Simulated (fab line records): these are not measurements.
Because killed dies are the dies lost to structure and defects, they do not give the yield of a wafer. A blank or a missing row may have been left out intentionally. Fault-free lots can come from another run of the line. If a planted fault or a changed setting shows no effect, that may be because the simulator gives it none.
Which of the tools did it? | flow berkeleyCmos170 | 14 lots with 42 wafers sampled at 6 steps, on a route of 331 steps

WHAT THE GAUGES READ, wafer by wafer
UCB170_PFIELD_TW_MEAS_09. Usual: PFIELD_TW gives 598 (standard deviation 6.4).
lot  | measured    | on           | PFIELD_TW   | flag
L771 | day 4 09:03 | filmMetro-02 | 599 603 602 | 
L774 | day 5 05:10 | filmMetro-01 | 590 591 590 | 
L773 | day 5 05:29 | filmMetro-03 | 601 599 604 | 
L772 | day 5 05:43 | filmMetro-02 | 608 607 607 | 
L777 | day 5 18:07 | filmMetro-01 | 590 593 591 | 
L778 | day 6 05:20 | filmMetro-03 | 600 599 599 | 
L779 | day 6 05:32 | filmMetro-01 | 595 594 593 | 
L780 | day 6 06:14 | filmMetro-02 | 605 605 606 | 
L782 | day 6 18:36 | filmMetro-01 | 594 593 598 | 
L784 | day 7 14:28 | filmMetro-03 | 598 598 600 | 
L789 | day 8 12:41 | filmMetro-01 | 590 589 588 | 
L790 | day 8 20:29 | filmMetro-02 | 601 603 603 | 
L791 | day 8 20:47 | filmMetro-01 | 591 589 591 | 
L794 | day 9 18:06 | filmMetro-01 | 587 592 593 | 

UCB170_SCREENOX_THK_MEAS_02. Usual: SCREENOX_OXIDE_THK gives 14.42 nm (standard deviation 0.24).
lot  | measured     | on           | SCREENOX_OXIDE_THK (nm) | flag
L771 | day 5 14:14  | filmMetro-02 | 14.38 14.51 14.48       | 
L774 | day 6 06:45  | filmMetro-02 | 14.59 14.49 14.60       | 
L773 | day 6 06:50  | filmMetro-04 | 14.65 14.47 14.39       | 
L772 | day 6 06:45  | filmMetro-04 | 14.34 14.10 13.97       | 
L777 | day 6 18:35  | filmMetro-02 | 14.30 14.01 14.18       | 
L778 | day 7 10:56  | filmMetro-03 | 13.99 13.98 14.06       | 
L779 | day 7 10:58  | filmMetro-02 | 14.21 14.20 14.34       | 
L780 | day 7 10:56  | filmMetro-04 | 14.06 13.89 14.17       | 
L782 | day 7 22:14  | filmMetro-02 | 14.37 14.20 14.14       | 
L784 | day 8 20:00  | filmMetro-02 | 14.67 14.55 14.84       | 
L789 | day 9 22:22  | filmMetro-03 | 14.78 14.81 14.80       | 
L790 | day 9 22:26  | filmMetro-03 | 14.53 14.43 14.57       | 
L791 | day 9 22:25  | filmMetro-02 | 14.65 14.38 14.78       | 
L794 | day 11 00:13 | filmMetro-04 | 14.51 14.51 14.28       | 

UCB170_GATE_THK_MEAS_05. Usual: GATE_POLY_THK gives 213.9 nm (standard deviation 2.1).
lot  | measured     | on           | GATE_POLY_THK (nm) | flag
L771 | day 6 11:13  | filmMetro-01 | 211.8 211.5 213.1  | 
L774 | day 7 07:23  | filmMetro-03 | 214.0 212.6 213.2  | 
L773 | day 7 07:25  | filmMetro-01 | 213.0 213.2 214.3  | 
L772 | day 7 07:23  | filmMetro-04 | 215.0 214.4 215.4  | 
L777 | day 7 15:37  | filmMetro-01 | 215.8 215.8 217.2  | 
L778 | day 8 10:47  | filmMetro-01 | 212.9 211.0 212.2  | 
L779 | day 8 10:49  | filmMetro-03 | 212.6 211.5 212.1  | 
L780 | day 8 10:47  | filmMetro-04 | 214.2 213.4 213.9  | 
L782 | day 8 20:31  | filmMetro-04 | 101.4 102.2 101.6  | OFF
L784 | day 9 22:47  | filmMetro-04 | 98.8 99.1 97.7     | OFF
L789 | day 10 20:06 | filmMetro-03 | 217.0 216.1 216.3  | 
L790 | day 10 20:03 | filmMetro-04 | 215.5 215.4 214.9  | 
L791 | day 10 20:02 | filmMetro-01 | 215.1 214.5 216.6  | 
L794 | day 11 23:59 | filmMetro-03 | 217.2 220.0 217.9  | 

UCB170_GATE_CD_MEAS_90: the cd target is 350 nm. Usual: 349.3 nm for cdNm, sd 1.6.
lot  | measured     | on       | cdNm (nm)         | flag
L771 | day 6 13:15  | cdSem-02 | 349.3 349.1 350.9 | 
L774 | day 7 08:53  | cdSem-01 | 347.0 348.9 347.6 | 
L773 | day 7 09:04  | cdSem-01 | 347.6 348.0 348.2 | 
L772 | day 7 08:47  | cdSem-02 | 348.5 348.3 348.9 | 
L777 | day 7 17:35  | cdSem-01 | 349.6 348.2 348.1 | 
L778 | day 8 12:45  | cdSem-01 | 349.7 351.6 349.8 | 
L779 | day 8 12:41  | cdSem-01 | 349.2 350.7 350.8 | 
L780 | day 8 12:31  | cdSem-02 | 347.6 347.9 348.3 | 
L782 | day 8 22:11  | cdSem-02 | 346.8 347.8 347.3 | 
L784 | day 10 00:19 | cdSem-01 | 347.7 347.0 348.3 | 
L789 | day 10 21:59 | cdSem-01 | 350.1 347.7 348.1 | 
L790 | day 10 21:35 | cdSem-01 | 353.3 352.8 353.5 | 
L791 | day 10 21:44 | cdSem-01 | 349.4 348.2 346.8 | 
L794 | day 12 01:15 | cdSem-01 | 349.8 351.4 350.2 | 

WHICH TOOL RAN EACH LOT (tool, then ch and the chambers of the sampled wafers, then the start)
lot  | UCB170_GATE_CVD_04          | UCB170_GATE_ETCH_15
L771 | lpcvd-01 ch 0, day 6 09:49  | rieSi-01 ch 1,2,3, day 6 13:07
L774 | lpcvd-02 ch 1, day 7 05:59  | rieSi-02 ch 0,2, day 7 08:44
L773 | lpcvd-02 ch 0, day 7 05:59  | rieSi-01 ch 2,3, day 7 08:52
L772 | lpcvd-02 ch 1, day 7 05:59  | rieSi-01 ch 1,2,3, day 7 08:37
L777 | lpcvd-02 ch 0, day 7 14:11  | rieSi-01 ch 1,2,3, day 7 17:20
L778 | lpcvd-01 ch 1, day 8 08:41  | rieSi-01 ch 0,1,2, day 8 12:36
L779 | lpcvd-01 ch 1, day 8 08:41  | rieSi-02 ch 0,3, day 8 12:29
L780 | lpcvd-01 ch 1, day 8 08:41  | rieSi-01 ch 0,1,3, day 8 12:20
L782 | lpcvd-01 ch 0, day 8 19:05  | rieSi-02 ch 0,1,2, day 8 21:59
L784 | lpcvd-01 ch 0, day 9 21:22  | rieSi-01 ch 0,2,3, day 10 00:08
L789 | lpcvd-02 ch 1, day 10 18:38 | rieSi-02 ch 1,2,3, day 10 21:50
L790 | lpcvd-02 ch 1, day 10 18:38 | rieSi-02 ch 0,1,2, day 10 21:25
L791 | lpcvd-02 ch 0, day 10 18:38 | rieSi-01 ch 0,2,3, day 10 21:35
L794 | lpcvd-02 ch 1, day 11 22:34 | rieSi-01 ch 0,2, day 12 01:04
- UCB170_GATE_CVD_04: deposits poly-Si from SiH4, time 1440 s, target thk 214 nm.
- UCB170_GATE_ETCH_15: etches poly-Si in HBr/Cl2, stops on SiO2, time 56.3 s, target depth 278.2 nm.

AS READ BY THE TOOLS THEMSELVES (means over the sampled wafers that have a number; for cases with no such wafer, the mark the record gives instead)
UCB170_GATE_CVD_04. Usual: spikeTcCentreC 612.5 C, standard deviation 1.3; spikeTcLoadC 631.3 C, standard deviation 2.9; spikeTcSourceC 630 C, standard deviation 4.2; susceptorTempC 609.9 C, standard deviation 0.3; zonePowerLoadPct 11.1 %, standard deviation 0.48.
lot  | tool     | spikeTcCentreC (C) | spikeTcLoadC (C) | spikeTcSourceC (C) | susceptorTempC (C) | zonePowerLoadPct (%) | flag
L771 | lpcvd-01 | 612.6              | 632.4            | 624                | 609.7              | 10.6                 | 
L774 | lpcvd-02 | 614.2              | 632.6            | 630                | 610.1              | 10.9                 | 
L773 | lpcvd-02 | 613.2              | 634.1            | 632                | 610.1              | 11.2                 | 
L772 | lpcvd-02 | 612.7              | 633.8            | 630                | 609.9              | 10.9                 | 
L777 | lpcvd-02 | 613.5              | 633.8            | 632                | 609.7              | 11.2                 | 
L778 | lpcvd-01 | 611.5              | 626.3            | 634                | 610.1              | 11.8                 | 
L779 | lpcvd-01 | 611.3              | 627.2            | 634                | 610.4              | 11.8                 | 
L780 | lpcvd-01 | 611.0              | 627.2            | 635                | 610.1              | 11.8                 | 
L782 | lpcvd-01 | 583.0              | 602.9            | 592                | 580.3              | 9.6                  | OFF
L784 | lpcvd-01 | 584.4              | 602.0            | 594                | 580.4              | 9.6                  | OFF
L789 | lpcvd-02 | 612.4              | 632.6            | 630                | 609.8              | 10.8                 | 
L790 | lpcvd-02 | 612.6              | 633.5            | 630                | 609.8              | 10.8                 | 
L791 | lpcvd-02 | 613.3              | 633.6            | 632                | 609.6              | 11.3                 | 
L794 | lpcvd-02 | 612.6              | 633.1            | 629                | 609.7              | 10.8                 | 

UCB170_GATE_ETCH_15. Usual: drypumpMotorCurrentA 5.6 A, standard deviation 0.49; oesProductAu 0.831 a.u., standard deviation 0.016; throttleValvePct 26.24 %, standard deviation 0.24.
lot  | tool     | drypumpMotorCurrentA (A) | oesProductAu (a.u.) | throttleValvePct (%) | flag
L771 | rieSi-01 | 5.4                      | 0.821               | 26.15                | 
L774 | rieSi-02 | 5.8                      | 0.826               | 26.56                | 
L773 | rieSi-01 | 5.2                      | 0.838               | 26.09                | 
L772 | rieSi-01 | 5.4                      | 0.830               | 26.15                | 
L777 | rieSi-01 | 5.4                      | 0.835               | 26.14                | 
L778 | rieSi-01 | 5.7                      | 0.827               | 26.23                | 
L779 | rieSi-02 | 6.0                      | 0.838               | 26.07                | 
L780 | rieSi-01 | 5.8                      | 0.828               | 26.21                | 
L782 | rieSi-02 | 5.8                      | 0.541               | 26.40                | OFF
L784 | rieSi-01 | 5.6                      | 0.542               | 26.14                | OFF
L789 | rieSi-02 | 5.3                      | 0.830               | 26.41                | 
L790 | rieSi-02 | 5.8                      | 0.834               | 26.39                | 
L791 | rieSi-01 | 5.5                      | 0.840               | 26.13                | 
L794 | rieSi-01 | 5.5                      | 0.852               | 26.17                | 

THE ANSWER, worked out from the rows above alone
Rule: a lot counts as off when the mean over its wafers that have a number is more than 3 standard deviations away from the usual mean. Also off: a lot with no number at a reading for which 4 or more lots have one. Any other lot the step has rows for is counted as sound. The gauges are gone through in route order, then the tools' own readings, and for those a lot's mean is taken as printed above. At the first step where some lot is off, the reading lying furthest off is the one used; lots without a number count as furthest.
Off: L782, L784, at UCB170_GATE_THK_MEAS_05 (GATE_POLY_THK).
If a tool, at a process step before that reading, ran all the lots that are off and no sound lot after the first of them, it fits. Not tried: the gauges at UCB170_GATE_THK_MEAS_05; whatever is off there is also off at UCB170_GATE_CVD_04, on other tools, and gauge error can't account for it. One fits: UCB170_GATE_CVD_04 on lpcvd-01. Its last sound lot is L778 (day 8 08:41), its first lot that is off L782 (day 8 19:05): a fault that began between those two fits.
The tool's own readings at UCB170_GATE_CVD_04 bear it out: on the lots that are off they differ by more than 5 times the standard deviation of the sound lots' means. spikeTcCentreC reads 583.7 C there against 612.6 C on the sound lots; spikeTcLoadC reads 602.5 C there against 631.7 C on the sound lots; spikeTcSourceC reads 593 C there against 631 C on the sound lots; susceptorTempC reads 580.3 C there against 609.9 C on the sound lots.

WHAT HAD BEEN PUT IN BY THE SIMULATOR
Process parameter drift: lpcvd-01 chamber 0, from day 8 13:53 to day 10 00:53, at UCB170_GATE_CVD_04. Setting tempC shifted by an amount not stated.
Shown lots that were struck: L782, L784. The rule given above showed the same thing.
